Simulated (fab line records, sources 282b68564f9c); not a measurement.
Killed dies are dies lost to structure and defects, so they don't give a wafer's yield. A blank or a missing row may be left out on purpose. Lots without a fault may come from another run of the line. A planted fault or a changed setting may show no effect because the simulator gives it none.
fab line records | flow rit_cmos
record lots=5 wafers=15 last_day=7
route steps=202 shown PLDD@117 SPACER@125 NSD@131 PSD@142 SDANNEAL@153
lots that met no fault: from a run of the same line without faults
start_h: hours from the record's first day to the start of the lot's first wafer shown | wait_h: hours since the lot's step before | " the same as in the row above | L1.1+2: a row that stands for several wafers | - no value, or no start given | * or withheld: withheld | < > ~ a bound
route shown NAME@n: a module of which the file shows steps, and the number in the route of the first | usual: mean/standard deviation of fault-free wafers | same: alike in all rows | chamber/n: place in a boat | sites: the reading at each site | _std_site: their standard deviation | _edge_site: outer sites' mean less inner sites' | radius_mm: how far each site lies from the wafer's centre | mask NAME#n: copy n | behind: the tool/chamber that last shaped the wafer | hold: why the lot was held/for how many hours/how that ended | device: the transistor (n, p or np) that didn't switch | end of line: the same wafers' tests at the end of the route | a step without rows: its recipe alone | killed: dies lost to structure and defects at the first sort, not the wafer's yield | map: a wafer's dies, x killed, . not, _ none there
set.NAME: the setting as run; set.NAME@STEP: as run at that earlier step | model.NAME: the simulator's own value behind a step, which no gauge read
lots at some steps of the route; a table a step, a row a wafer
services: from which hour (start_h, from the record's first day; less than 0 if before it) a tool's chamber was out of use, for how many hours, and why
## steps
# step RIT_PLDD_EXPOSE_03
# recipe mask_id=M8 na=0.57 target_cd_nm=40900 dose_mj=250
# columns lot.wafer tool chamber start_h wait_h mask
L075.1+5+6 iline_stepper-02 0 48.27 0.2 M8#0
L078.2+4+5 iline_stepper-02 0 61.56 0.1 M8#0
L082.1+2+5 iline_stepper-02 0 83.20 0.1 M8#0
L084.1+3+6 iline_stepper-01 0 92.77 0.2 M8#0
L094.1+2+3 iline_stepper-01 0 147.04 0.2 M8#0
# step RIT_PLDD_PEB_04
# recipe resist=NOVOLAK temp_c=withheld time_s=withheld
# usual chill_plate_temp_C=*
# columns lot.wafer tool chamber start_h wait_h chill_plate_temp_C
L075.1 litho_track-02 0 48.39 0.1 *
L075.5 " 0 " " *
L075.6 " 0 " " *
L078.2 litho_track-04 0 61.69 0.1 *
L078.4 " 0 " " *
L078.5 " 0 " " *
L082.1 litho_track-04 0 83.32 0.1 *
L082.2 " 0 " " *
L082.5 " 0 " " *
L084.1 litho_track-03 0 92.89 0.1 *
L084.3 " 0 " " *
L084.6 " 0 " " *
L094.1 litho_track-03 0 147.16 0.1 *
L094.2 " 0 " " *
L094.3 " 0 " " *
# step RIT_PLDD_DEVELOP_05
# recipe resist=NOVOLAK develop_time_s=50 dev_temp_c=23
# usual chill_plate_temp_C=23.02/0.11
# same develop_time_s=50
# columns lot.wafer tool chamber start_h wait_h chill_plate_temp_C
L075.1 litho_track-02 0 - - 23.22
L075.5 " 0 " " 23.12
L075.6 " 0 " " 23.19
L078.2 litho_track-04 0 - - 22.76
L078.4 " 0 " " 23.15
L078.5 " 0 " " 22.99
L082.1 litho_track-04 0 - - 23.18
L082.2 " 0 " " 23.12
L082.5 " 0 " " 23.10
L084.1 litho_track-03 0 - - 23.12
L084.3 " 0 " " 23.05
L084.6 " 0 " " 23.08
L094.1 litho_track-03 0 - - 23.00
L094.2 " 0 " " 23.16
L094.3 " 0 " " 23.08
# step RIT_PLDD_OVL_MEAS_06
# usual PLDD_OVL=-1.6/1.6
# columns lot.wafer tool chamber start_h wait_h PLDD_OVL[nm]
L075.1 overlay-01 - 48.67 - -2.7
L075.5 " - " " -3.4
L075.6 " - " " -3.4
L078.2 overlay-02 - 61.95 - -4.7
L078.4 " - " " -1.0
L078.5 " - " " -2.7
L082.1 overlay-01 - 83.60 - -2.5
L082.2 " - " " -2.0
L082.5 " - " " -2.8
L084.1 overlay-02 - 93.17 - 0.1
L084.3 " - " " 0.5
L084.6 " - " " -1.6
L094.1 overlay-01 - 147.44 - -3.0
L094.2 " - " " -2.2
L094.3 " - " " -1.7
# step RIT_PLDD_HARDBAKE_07
# recipe resist=NOVOLAK temp_c=140 time_s=60
# usual chill_plate_temp_C=22.97/0.099
# same time_s=60
# columns lot.wafer tool chamber start_h wait_h chill_plate_temp_C
L075.1 litho_track-02 0 48.71 0.0 22.77
L075.5 " 0 " " 22.85
L075.6 " 0 " " 22.91
L078.2 litho_track-04 0 62.00 0.0 22.88
L078.4 " 0 " " 23.01
L078.5 " 0 " " 22.99
L082.1 litho_track-03 0 83.64 0.0 23.00
L082.2 " 0 " " 23.11
L082.5 " 0 " " 23.00
L084.1 litho_track-03 0 93.21 0.0 22.88
L084.3 " 0 " " 22.94
L084.6 " 0 " " 22.94
L094.1 litho_track-02 0 147.48 0.0 23.15
L094.2 " 0 " " 23.02
L094.3 " 0 " " 22.98
# step RIT_PLDD_IMPLANT_08
# recipe species=BF2 energy_kev=20 dose_cm2=9e+14 tilt_deg=7
# usual dose_ions_cm2=9.002e+14/9.3e+11
# columns lot.wafer tool chamber start_h wait_h dose_ions_cm2
L075.1 implanter-01 0 48.86 0.1 8.995e+14
L075.5 " 0 " " 9.009e+14
L075.6 " 0 " " 9.004e+14
L078.2 implanter-03 0 62.15 0.1 9e+14
L078.4 " 0 " " 8.992e+14
L078.5 " 0 " " 9.011e+14
L082.1 implanter-01 0 83.79 0.1 9.008e+14
L082.2 " 0 " " 9.005e+14
L082.5 " 0 " " 9.01e+14
L084.1 implanter-01 0 93.36 0.1 8.997e+14
L084.3 " 0 " " 9.022e+14
L084.6 " 0 " " 9.005e+14
L094.1 implanter-03 0 147.63 0.1 9.008e+14
L094.2 " 0 " " 9.013e+14
L094.3 " 0 " " 9.012e+14
# step RIT_PLDD_STRIP_09
# recipe chemistry=O2 time_s=180 resist=NOVOLAK platen_temp_c=withheld power_w=500 pressure_mtorr=4000 o2_flow_sccm=4000
# usual drypump_motor_current_A=5.5/0.56
# same time_s=180
# columns lot.wafer tool chamber start_h wait_h drypump_motor_current_A rf_hours_counter_h
L075.1 plasma_asher-01 0 49.01 0.1 5.7 25
L075.5 " 1 " " 4.9 -
L075.6 " 0 " " 5.7 -
L078.2 plasma_asher-03 0 62.28 0.1 4.8 39
L078.4 " 0 " " 4.9 -
L078.5 " 0 " " 4.9 -
L082.1 plasma_asher-03 0 83.94 0.1 4.9 41
L082.2 " 1 " " 5.9 41
L082.5 " 1 " " 5.9 -
L084.1 plasma_asher-03 0 93.51 0.1 4.9 42
L084.3 " 1 " " 5.9 -
L084.6 " 0 " " 4.9 -
L094.1 plasma_asher-03 1 147.78 0.1 5.9 48
L094.2 " 0 " " 4.9 48
L094.3 " 1 " " 5.9 -
# step RIT_PLDD_TW_MEAS_10
# usual PLDD_TW=2362/16
# columns lot.wafer tool chamber start_h wait_h PLDD_TW
L075.1 film_metro-04 - 49.18 0.1 2378
L075.5 " - " " 2383
L075.6 " - " " 2378
L078.2 film_metro-01 - 62.46 0.1 2327
L078.4 " - " " 2316
L078.5 " - " " 2317
L082.1 film_metro-03 - 84.11 0.1 2371
L082.2 " - " " 2361
L082.5 " - " " 2366
L084.1 film_metro-04 - 93.68 0.1 2356
L084.3 " - " " 2357
L084.6 " - " " 2360
L094.1 film_metro-01 - 147.95 0.1 2339
L094.2 " - " " 2342
L094.3 " - " " 2345
# step RIT_SPACER_CLEAN_00
# recipe chemistry=SC1 mix=3:3:50 time_s=600 temp_c=75
# same time_s=600
# columns lot.wafer tool chamber start_h wait_h
L075.1+5+6 wet_bench-03 0 49.24 0.1
L078.2+4+5 wet_bench-01 0 62.51 0.0
L082.1+2+5 wet_bench-03 3 84.17 0.1
L084.1+3+6 wet_bench-03 3 93.74 0.1
L094.1+2+3 wet_bench-04 3 148.01 0.1
# step RIT_SPACER_CLEAN_01
# recipe chemistry=dHF dilution=50:1 time_s=30
# same time_s=30
# columns lot.wafer tool chamber start_h wait_h
L075.1+5+6 wet_bench-04 1 49.43 0.0
L078.2+4+5 wet_bench-04 3 62.72 0.0
L082.1+2+5 wet_bench-01 3 84.35 0.0
L084.1+3+6 wet_bench-01 3 93.92 0.0
L094.1+2+3 wet_bench-03 3 148.19 0.0
# step RIT_SPACER_CLEAN_02
# recipe chemistry=SC2 mix=3:3:50 time_s=600 temp_c=75 dry=n2_spin
# same time_s=600
# columns lot.wafer tool chamber start_h wait_h
L075.1+5+6 wet_bench-03 1 49.45 0.0
L078.2+4+5 wet_bench-03 1 62.74 0.0
L082.1+2+5 wet_bench-03 0 84.36 0.0
L084.1+3+6 wet_bench-04 0 93.93 0.0
L094.1+2+3 wet_bench-01 1 148.21 0.0
# step RIT_SPACER_CVD_03
# recipe material=Si3N4 target_thk_nm=250 temp_c=810 precursor=SiH2Cl2/NH3 time_s=3300 pressure_mtorr=300 sih2cl2_flow_sccm=60 nh3_flow_sccm=150
# same time_s=3300
# columns lot.wafer tool chamber start_h wait_h
L075.1+5+6 lpcvd-02 1 49.64 0.0
L078.2+4+5 lpcvd-02 1 62.92 0.0
L082.1+2+5 lpcvd-02 0 84.54 0.0
L084.1+3+6 lpcvd-01 0 94.11 0.0
L094.1+2+3 lpcvd-02 0 148.40 0.0
# step RIT_SPACER_THK_MEAS_04
# recipe reads=Si3N4_of_SPACER_CVD_03
# usual SPACER_NITRIDE_THK=247.8/2.6
# columns lot.wafer tool chamber start_h wait_h SPACER_NITRIDE_THK[nm]
L075.1 film_metro-04 - 51.56 0.0 249.0
L075.5 " - " " 246.6
L075.6 " - " " 247.1
L078.2 film_metro-02 - 64.84 0.0 245.0
L078.4 " - " " 245.2
L078.5 " - " " 244.6
L082.1 film_metro-04 - 86.45 0.0 245.0
L082.2 " - " " 245.3
L082.5 " - " " 244.9
L084.1 film_metro-02 - 96.98 0.0 246.9
L084.3 " - " " 247.9
L084.6 " - " " 247.3
L094.1 film_metro-02 - 150.31 0.0 246.5
L094.2 " - " " 243.8
L094.3 " - " " 246.5
# step RIT_SPACER_ETCHBACK_05
# recipe target_depth_a=2500 SF6_flow_sccm=30 CHF3_flow_sccm=30 target=Si3N4 chemistry=SF6/CHF3 pressure_mtorr=40 rf_w=250 time_s=240 stop_on=SiO2
# usual drypump_motor_current_A=5.7/0.34 oes_product_au=0.839/0.018 throttle_valve_pct=10.34/0.2
# same time_s=240
# columns lot.wafer tool chamber start_h wait_h drypump_motor_current_A oes_product_au rf_hours_counter_h throttle_valve_pct
L075.1 rie_diel-01 3 51.62 0.1 6.2 0.846 2 10.04
L075.5 " 1 " " 5.6 0.835 - 10.56
L075.6 " 0 " " 5.6 0.874 - 10.55
L078.2 rie_diel-02 2 64.89 0.0 5.7 0.843 112 10.05
L078.4 " 3 " " 5.2 0.805 116 10.57
L078.5 " 3 " " 5.3 0.811 - 10.57
L082.1 rie_diel-02 0 86.51 0.1 5.8 0.812 140 10.30
L082.2 " 1 " " 5.1 0.825 27 10.27
L082.5 " 0 " " 5.8 0.808 - 10.31
L084.1 rie_diel-04 2 97.04 0.1 5.6 0.826 13 10.37
L084.3 " 3 " " 5.8 0.827 43 10.04
L084.6 " 0 " " 6.3 0.850 - 10.41
L094.1 rie_diel-01 0 150.37 0.1 5.6 0.857 6 10.56
L094.2 " 1 " " 5.6 0.826 87 10.55
L094.3 " 3 " " 6.2 0.838 4 10.05
# step RIT_NSD_HMDS_00
# recipe prime_time_s=60 prime_temp_c=140
# usual chill_plate_temp_C=23.01/0.1 prime_temp_c=140.02/0.17
# columns lot.wafer tool chamber start_h wait_h chill_plate_temp_C prime_temp_c
L075.1 litho_track-02 0 51.89 0.2 22.77 140.08
L075.5 " 0 " " 23.04 140.05
L075.6 " 0 " " 23.13 139.90
L078.2 litho_track-02 0 65.07 0.1 23.24 140.08
L078.4 " 0 " " 23.20 140.03
L078.5 " 0 " " 23.13 140.18
L082.1 litho_track-01 0 86.66 0.1 22.91 140.01
L082.2 " 0 " " 22.91 140.19
L082.5 " 0 " " 22.92 140.06
L084.1 litho_track-01 0 97.19 0.1 23.21 140.06
L084.3 " 0 " " 23.01 140.17
L084.6 " 0 " " 23.07 140.14
L094.1 litho_track-02 0 150.52 0.1 23.04 140.10
L094.2 " 0 " " 22.88 139.83
L094.3 " 0 " " 22.93 139.93
# step RIT_NSD_COAT_01
# recipe resist=NOVOLAK spin_rpm=3250 resist_thk_nm=1000
# usual chill_plate_temp_C=23.01/0.11
# columns lot.wafer tool chamber start_h wait_h chill_plate_temp_C
L075.1 litho_track-02 0 52.04 0.1 23.01
L075.5 " 0 " " 23.04
L075.6 " 0 " " 23.01
L078.2 litho_track-02 0 65.22 0.1 23.09
L078.4 " 0 " " 23.12
L078.5 " 0 " " 23.11
L082.1 litho_track-01 0 86.81 0.1 23.04
L082.2 " 0 " " 23.12
L082.5 " 0 " " 23.00
L084.1 litho_track-01 0 97.34 0.1 23.19
L084.3 " 0 " " 23.07
L084.6 " 0 " " 22.90
L094.1 litho_track-02 0 150.67 0.1 23.05
L094.2 " 0 " " 23.07
L094.3 " 0 " " 23.04
# step RIT_NSD_SOFTBAKE_02
# recipe resist=NOVOLAK temp_c=90 time_s=60
# usual chill_plate_temp_C=23.02/0.1
# same time_s=60
# columns lot.wafer tool chamber start_h wait_h chill_plate_temp_C
L075.1 litho_track-02 0 52.19 0.1 22.97
L075.5 " 0 " " 23.12
L075.6 " 0 " " 22.97
L078.2 litho_track-02 0 65.37 0.1 22.96
L078.4 " 0 " " 23.07
L078.5 " 0 " " 23.14
L082.1 litho_track-01 0 86.96 0.1 22.97
L082.2 " 0 " " 23.09
L082.5 " 0 " " 22.87
L084.1 litho_track-01 0 97.49 0.1 23.05
L084.3 " 0 " " 23.03
L084.6 " 0 " " 22.89
L094.1 litho_track-02 0 150.82 0.1 22.91
L094.2 " 0 " " 22.84
L094.3 " 0 " " 22.88
# step RIT_NSD_EXPOSE_03
# recipe mask_id=M9 na=0.57 target_cd_nm=40700 dose_mj=250
# columns lot.wafer tool chamber start_h wait_h mask
L075.1+5+6 iline_stepper-02 0 52.34 0.1 M9#0
L078.2+4+5 iline_stepper-02 0 65.51 0.1 M9#0
L082.1+2+5 iline_stepper-02 0 87.20 0.2 M9#0
L084.1+3+6 iline_stepper-01 0 97.77 0.2 M9#0
L094.1+2+3 iline_stepper-02 0 150.97 0.1 M9#0
# step RIT_NSD_PEB_04
# recipe resist=NOVOLAK temp_c=withheld time_s=withheld
# usual chill_plate_temp_C=*
# columns lot.wafer tool chamber start_h wait_h chill_plate_temp_C
L075.1 litho_track-04 0 52.46 0.1 *
L075.5 " 0 " " *
L075.6 " 0 " " *
L078.2 litho_track-02 0 65.63 0.1 *
L078.4 " 0 " " *
L078.5 " 0 " " *
L082.1 litho_track-04 0 87.31 0.1 *
L082.2 " 0 " " *
L082.5 " 0 " " *
L084.1 litho_track-02 0 97.89 0.1 *
L084.3 " 0 " " *
L084.6 " 0 " " *
L094.1 litho_track-02 0 151.09 0.1 *
L094.2 " 0 " " *
L094.3 " 0 " " *
# step RIT_NSD_DEVELOP_05
# recipe resist=NOVOLAK develop_time_s=50 dev_temp_c=23
# usual chill_plate_temp_C=23.01/0.11
# same develop_time_s=50
# columns lot.wafer tool chamber start_h wait_h chill_plate_temp_C
L075.1 litho_track-04 0 - - 23.05
L075.5 " 0 " " 23.06
L075.6 " 0 " " 23.00
L078.2 litho_track-02 0 - - 23.00
L078.4 " 0 " " 22.94
L078.5 " 0 " " 23.05
L082.1 litho_track-04 0 - - 23.15
L082.2 " 0 " " 22.98
L082.5 " 0 " " 23.04
L084.1 litho_track-02 0 - - 22.99
L084.3 " 0 " " 22.96
L084.6 " 0 " " 23.10
L094.1 litho_track-02 0 - - 22.91
L094.2 " 0 " " 23.06
L094.3 " 0 " " 22.84
# step RIT_NSD_OVL_MEAS_06
# usual NSD_OVL=-1.0/1.3
# columns lot.wafer tool chamber start_h wait_h NSD_OVL[nm]
L075.1 overlay-01 - 52.74 - -2.6
L075.5 " - " " -1.4
L075.6 " - " " -1.6
L078.2 overlay-01 - 65.90 - -3.0
L078.4 " - " " -1.2
L078.5 " - " " -0.9
L082.1 overlay-01 - 87.60 - -0.2
L082.2 " - " " 0.1
L082.5 " - " " -0.2
L084.1 overlay-02 - 98.17 - -0.6
L084.3 " - " " 0.2
L084.6 " - " " 0.0
L094.1 overlay-01 - 151.37 - -2.9
L094.2 " - " " -2.8
L094.3 " - " " -2.6
# step RIT_NSD_HARDBAKE_07
# recipe resist=NOVOLAK temp_c=140 time_s=60
# usual chill_plate_temp_C=22.99/0.11
# same time_s=60
# columns lot.wafer tool chamber start_h wait_h chill_plate_temp_C
L075.1 litho_track-04 0 52.78 0.0 23.02
L075.5 " 0 " " 23.09
L075.6 " 0 " " 23.00
L078.2 litho_track-04 0 65.95 0.0 23.16
L078.4 " 0 " " 22.96
L078.5 " 0 " " 23.20
L082.1 litho_track-01 0 87.63 0.0 22.86
L082.2 " 0 " " 23.26
L082.5 " 0 " " 23.05
L084.1 litho_track-02 0 98.20 0.0 22.98
L084.3 " 0 " " 22.88
L084.6 " 0 " " 23.01
L094.1 litho_track-01 0 151.41 0.0 22.79
L094.2 " 0 " " 22.88
L094.3 " 0 " " 23.05
# step RIT_NSD_IMPLANT_08
# recipe species=P energy_kev=25 dose_cm2=1e+15 tilt_deg=7
# usual dose_ions_cm2=1.0001e+15/1e+12
# columns lot.wafer tool chamber start_h wait_h dose_ions_cm2
L075.1 implanter-02 0 52.93 0.1 9.983e+14
L075.5 " 0 " " 9.99e+14
L075.6 " 0 " " 9.992e+14
L078.2 implanter-04 0 66.10 0.1 9.997e+14
L078.4 " 0 " " 9.997e+14
L078.5 " 0 " " 1.001e+15
L082.1 implanter-04 0 87.78 0.1 1.0012e+15
L082.2 " 0 " " 1.0012e+15
L082.5 " 0 " " 9.986e+14
L084.1 implanter-03 0 98.35 0.1 9.999e+14
L084.3 " 0 " " 9.997e+14
L084.6 " 0 " " 9.999e+14
L094.1 implanter-03 0 151.56 0.1 1.0014e+15
L094.2 " 0 " " 9.999e+14
L094.3 " 0 " " 9.983e+14
# step RIT_NSD_STRIP_09
# recipe chemistry=O2 time_s=180 resist=NOVOLAK platen_temp_c=withheld power_w=500 pressure_mtorr=4000 o2_flow_sccm=4000
# usual drypump_motor_current_A=5.4/0.4
# same time_s=180
# columns lot.wafer tool chamber start_h wait_h drypump_motor_current_A rf_hours_counter_h
L075.1 plasma_asher-03 1 53.08 0.1 5.9 38
L075.5 " 1 " " 5.9 -
L075.6 " 0 " " 4.9 -
L078.2 plasma_asher-01 1 66.23 0.1 4.9 27
L078.4 " 1 " " 4.9 -
L078.5 " 1 " " 4.9 -
L082.1 plasma_asher-02 1 87.93 0.1 5.5 45
L082.2 " 0 " " 5.4 45
L082.5 " 0 " " 5.4 -
L084.1 plasma_asher-03 1 98.50 0.1 5.9 43
L084.3 " 1 " " 5.9 -
L084.6 " 0 " " 4.9 -
L094.1 plasma_asher-01 1 151.71 0.1 4.9 36
L094.2 " 0 " " 5.8 36
L094.3 " 1 " " 4.9 -
# step RIT_NSD_TW_MEAS_10
# usual NSD_TW=3135/24
# columns lot.wafer tool chamber start_h wait_h NSD_TW
L075.1 film_metro-04 - 53.25 0.1 3142
L075.5 " - " " 3150
L075.6 " - " " 3172
L078.2 film_metro-04 - 66.41 0.1 3146
L078.4 " - " " 3156
L078.5 " - " " 3166
L082.1 film_metro-01 - 88.11 0.1 3111
L082.2 " - " " 3109
L082.5 " - " " 3100
L084.1 film_metro-03 - 98.68 0.1 3150
L084.3 " - " " 3155
L084.6 " - " " 3169
L094.1 film_metro-03 - 151.88 0.1 3162
L094.2 " - " " 3142
L094.3 " - " " 3128
# step RIT_PSD_HMDS_00
# recipe prime_time_s=60 prime_temp_c=140
# usual chill_plate_temp_C=22.99/0.11 prime_temp_c=140.00/0.14
# columns lot.wafer tool chamber start_h wait_h chill_plate_temp_C prime_temp_c
L075.1 litho_track-01 0 53.31 0.1 23.01 140.02
L075.5 " 0 " " 23.20 139.94
L075.6 " 0 " " 22.97 139.93
L078.2 litho_track-03 0 66.63 0.2 23.08 140.11
L078.4 " 0 " " 22.98 140.03
L078.5 " 0 " " 23.19 140.11
L082.1 litho_track-02 0 88.17 0.1 22.91 139.99
L082.2 " 0 " " 22.95 139.74
L082.5 " 0 " " 22.92 139.67
L084.1 litho_track-03 0 98.74 0.1 23.16 140.07
L084.3 " 0 " " 22.93 140.17
L084.6 " 0 " " 22.89 139.94
L094.1 litho_track-01 0 151.94 0.1 22.95 139.87
L094.2 " 0 " " 22.88 140.02
L094.3 " 0 " " 22.87 139.95
# step RIT_PSD_COAT_01
# recipe resist=NOVOLAK spin_rpm=3250 resist_thk_nm=1000
# usual chill_plate_temp_C=22.96/0.11
# columns lot.wafer tool chamber start_h wait_h chill_plate_temp_C
L075.1 litho_track-01 0 53.46 0.1 22.98
L075.5 " 0 " " 23.08
L075.6 " 0 " " 22.94
L078.2 litho_track-03 0 66.78 0.1 22.84
L078.4 " 0 " " 22.82
L078.5 " 0 " " 22.94
L082.1 litho_track-02 0 88.32 0.1 23.04
L082.2 " 0 " " 22.98
L082.5 " 0 " " 22.91
L084.1 litho_track-03 0 98.89 0.1 23.03
L084.3 " 0 " " 23.07
L084.6 " 0 " " 22.97
L094.1 litho_track-01 0 152.09 0.1 23.21
L094.2 " 0 " " 22.87
L094.3 " 0 " " 22.92
# step RIT_PSD_SOFTBAKE_02
# recipe resist=NOVOLAK temp_c=90 time_s=60
# usual chill_plate_temp_C=22.98/0.095
# same time_s=60
# columns lot.wafer tool chamber start_h wait_h chill_plate_temp_C
L075.1 litho_track-01 0 53.61 0.1 22.92
L075.5 " 0 " " 22.97
L075.6 " 0 " " 23.00
L078.2 litho_track-03 0 66.93 0.1 22.95
L078.4 " 0 " " 22.87
L078.5 " 0 " " 23.06
L082.1 litho_track-02 0 88.47 0.1 22.97
L082.2 " 0 " " 22.85
L082.5 " 0 " " 22.90
L084.1 litho_track-03 0 99.04 0.1 22.89
L084.3 " 0 " " 23.05
L084.6 " 0 " " 23.03
L094.1 litho_track-01 0 152.24 0.1 23.05
L094.2 " 0 " " 22.96
L094.3 " 0 " " 22.88
# step RIT_PSD_EXPOSE_03
# recipe mask_id=M10 na=0.57 target_cd_nm=40900 dose_mj=250
# columns lot.wafer tool chamber start_h wait_h mask
L075.1+5+6 iline_stepper-02 0 53.76 0.1 M10#0
L078.2+4+5 iline_stepper-02 0 67.07 0.1 M10#0
L082.1+2+5 iline_stepper-01 0 88.74 0.2 M10#0
L084.1+3+6 iline_stepper-01 0 99.31 0.2 M10#0
L094.1+2+3 iline_stepper-02 0 152.39 0.1 M10#0
# step RIT_PSD_PEB_04
# recipe resist=NOVOLAK temp_c=withheld time_s=withheld
# usual chill_plate_temp_C=*
# columns lot.wafer tool chamber start_h wait_h chill_plate_temp_C
L075.1 litho_track-03 0 53.88 0.1 *
L075.5 " 0 " " *
L075.6 " 0 " " *
L078.2 litho_track-02 0 67.20 0.1 *
L078.4 " 0 " " *
L078.5 " 0 " " *
L082.1 litho_track-01 0 88.86 0.1 *
L082.2 " 0 " " *
L082.5 " 0 " " *
L084.1 litho_track-02 0 99.43 0.1 *
L084.3 " 0 " " *
L084.6 " 0 " " *
L094.1 litho_track-01 0 152.64 0.2 *
L094.2 " 0 " " *
L094.3 " 0 " " *
# step RIT_PSD_DEVELOP_05
# recipe resist=NOVOLAK develop_time_s=50 dev_temp_c=23
# usual chill_plate_temp_C=22.99/0.12
# same develop_time_s=50
# columns lot.wafer tool chamber start_h wait_h chill_plate_temp_C
L075.1 litho_track-03 0 - - 23.14
L075.5 " 0 " " 22.93
L075.6 " 0 " " 23.00
L078.2 litho_track-02 0 - - 22.90
L078.4 " 0 " " 22.98
L078.5 " 0 " " 22.91
L082.1 litho_track-01 0 - - 23.03
L082.2 " 0 " " 23.02
L082.5 " 0 " " 23.22
L084.1 litho_track-02 0 - - 23.15
L084.3 " 0 " " 23.24
L084.6 " 0 " " 23.07
L094.1 litho_track-01 0 - - 23.04
L094.2 " 0 " " 22.61
L094.3 " 0 " " 22.92
# step RIT_PSD_OVL_MEAS_06
# usual PSD_OVL=-0.9/1.2
# columns lot.wafer tool chamber start_h wait_h PSD_OVL[nm]
L075.1 overlay-01 - 54.16 - -2.0
L075.5 " - " " -2.0
L075.6 " - " " -1.1
L078.2 overlay-01 - 67.46 - -1.7
L078.4 " - " " -1.6
L078.5 " - " " -0.8
L082.1 overlay-01 - 89.14 - 0.8
L082.2 " - " " -1.0
L082.5 " - " " -0.5
L084.1 overlay-02 - 99.71 - 0.3
L084.3 " - " " -0.2
L084.6 " - " " -0.5
L094.1 overlay-02 - 152.93 - 2.0
L094.2 " - " " 1.1
L094.3 " - " " 1.6
# step RIT_PSD_HARDBAKE_07
# recipe resist=NOVOLAK temp_c=140 time_s=60
# usual chill_plate_temp_C=23.02/0.096
# same time_s=60
# columns lot.wafer tool chamber start_h wait_h chill_plate_temp_C
L075.1 litho_track-01 0 54.20 0.0 23.03
L075.5 " 0 " " 23.01
L075.6 " 0 " " 22.93
L078.2 litho_track-03 0 67.52 0.0 22.96
L078.4 " 0 " " 23.06
L078.5 " 0 " " 22.96
L082.1 litho_track-01 0 89.18 0.0 23.13
L082.2 " 0 " " 23.12
L082.5 " 0 " " 23.10
L084.1 litho_track-02 0 99.75 0.0 22.91
L084.3 " 0 " " 22.83
L084.6 " 0 " " 22.90
L094.1 litho_track-01 0 152.96 0.0 23.18
L094.2 " 0 " " 23.12
L094.3 " 0 " " 22.97
# step RIT_PSD_IMPLANT_08
# recipe species=BF2 energy_kev=27 dose_cm2=5e+15 tilt_deg=7
# usual dose_ions_cm2=4.999e+15/6.5e+12
# columns lot.wafer tool chamber start_h wait_h dose_ions_cm2
L075.1 implanter-04 0 54.35 0.1 4.99e+15
L075.5 " 0 " " 4.979e+15
L075.6 " 0 " " 4.993e+15
L078.2 implanter-04 0 67.67 0.1 5e+15
L078.4 " 0 " " 5.002e+15
L078.5 " 0 " " 4.996e+15
L082.1 implanter-03 0 89.33 0.1 4.997e+15
L082.2 " 0 " " 5.004e+15
L082.5 " 0 " " 4.999e+15
L084.1 implanter-01 0 99.90 0.1 5.002e+15
L084.3 " 0 " " 5.002e+15
L084.6 " 0 " " 4.999e+15
L094.1 implanter-04 0 153.11 0.1 5e+15
L094.2 " 0 " " 5.005e+15
L094.3 " 0 " " 5.004e+15
# step RIT_PSD_STRIP_09
# recipe chemistry=O2 time_s=180 resist=NOVOLAK platen_temp_c=withheld power_w=500 pressure_mtorr=4000 o2_flow_sccm=4000
# usual drypump_motor_current_A=5.6/0.51
# same time_s=180
# columns lot.wafer tool chamber start_h wait_h drypump_motor_current_A rf_hours_counter_h
L075.1 plasma_asher-02 1 54.50 0.1 5.5 41
L075.5 " 0 " " 5.4 -
L075.6 " 1 " " 5.5 -
L078.2 plasma_asher-03 0 67.79 0.1 4.9 40
L078.4 " 1 " " 5.9 -
L078.5 " 0 " " 4.9 -
L082.1 plasma_asher-03 1 89.48 0.1 5.9 42
L082.2 " 0 " " 4.9 42
L082.5 " 1 " " 5.9 -
L084.1 plasma_asher-03 0 100.05 0.1 4.9 43
L084.3 " 1 " " 5.9 -
L084.6 " 1 " " 5.9 -
L094.1 plasma_asher-03 1 153.26 0.1 5.9 49
L094.2 " 0 " " 4.9 49
L094.3 " 0 " " 4.9 -
# step RIT_PSD_TW_MEAS_10
# usual PSD_TW=3439/28
# columns lot.wafer tool chamber start_h wait_h PSD_TW
L075.1 film_metro-01 - 54.67 0.1 3384
L075.5 " - " " 3407
L075.6 " - " " 3415
L078.2 film_metro-01 - 67.98 0.1 3409
L078.4 " - " " 3382
L078.5 " - " " 3386
L082.1 film_metro-01 - 89.66 0.1 3417
L082.2 " - " " 3383
L082.5 " - " " 3422
L084.1 film_metro-03 - 100.23 0.1 3495
L084.3 " - " " 3478
L084.6 " - " " 3459
L094.1 film_metro-03 - 153.44 0.1 3472
L094.2 " - " " 3475
L094.3 " - " " 3468
# step RIT_SDANNEAL_CLEAN_00
# recipe chemistry=SC1 mix=3:3:50 time_s=600 temp_c=75
# same time_s=600
# columns lot.wafer tool chamber start_h wait_h
L075.1+5+6 wet_bench-01 1 54.73 0.1
L078.2+4+5 wet_bench-04 0 68.03 0.0
L082.1+2+5 wet_bench-02 2 89.72 0.1
L084.1+3+6 wet_bench-04 1 100.29 0.1
L094.1+2+3 wet_bench-01 0 153.50 0.1
# step RIT_SDANNEAL_CLEAN_01
# recipe chemistry=dHF dilution=50:1 time_s=30
# same time_s=30
# columns lot.wafer tool chamber start_h wait_h
L075.1+5+6 wet_bench-04 3 54.92 0.0
L078.2+4+5 wet_bench-02 0 68.22 0.0
L082.1+2+5 wet_bench-04 3 89.89 0.0
L084.1+3+6 wet_bench-01 3 100.46 0.0
L094.1+2+3 wet_bench-02 2 153.67 0.0
# step RIT_SDANNEAL_CLEAN_02
# recipe chemistry=SC2 mix=3:3:50 time_s=600 temp_c=75 dry=n2_spin
# same time_s=600
# columns lot.wafer tool chamber start_h wait_h
L075.1+5+6 wet_bench-02 2 54.94 0.0
L078.2+4+5 wet_bench-01 0 68.23 0.0
L082.1+2+5 wet_bench-01 0 89.91 0.0
L084.1+3+6 wet_bench-02 3 100.48 0.0
L094.1+2+3 wet_bench-04 0 153.69 0.0
## services
# columns tool chamber start_h hours kind
rie_diel-02 - 37.16 0.4 repair
iline_stepper-01 - 46.49 21.0 repair
implanter-02 - 47.28 2.8 repair
iline_stepper-02 - 67.48 2.1 pm
rie_diel-04 - 67.93 1.0 repair
iline_stepper-02 - 69.57 - consumable_replace:lamp
rie_diel-04 - 73.75 15.6 pm
rie_diel-01 3 85.81 8.4 repair
iline_stepper-01 - 85.88 1.7 pm
rie_diel-02 1 97.48 7.5 repair
plasma_asher-01 - 98.37 0.4 repair
plasma_asher-01 - 103.03 2.8 pm
rie_diel-02 1 105.38 5.0 repair
plasma_asher-02 - 108.75 9.0 pm
iline_stepper-01 - 117.26 2.1 pm
iline_stepper-01 - 119.34 - consumable_replace:lamp
iline_stepper-02 - 119.34 1.7 pm
rie_diel-02 3 124.14 9.1 repair
implanter-03 - 125.97 4.0 repair
implanter-01 - 138.64 5.4 pm
implanter-01 - 144.06 4.8 pm
rie_diel-01 2 144.34 9.7 repair
implanter-02 - 148.14 3.6 pm
implanter-02 - 152.15 3.1 repair
## key
fault none
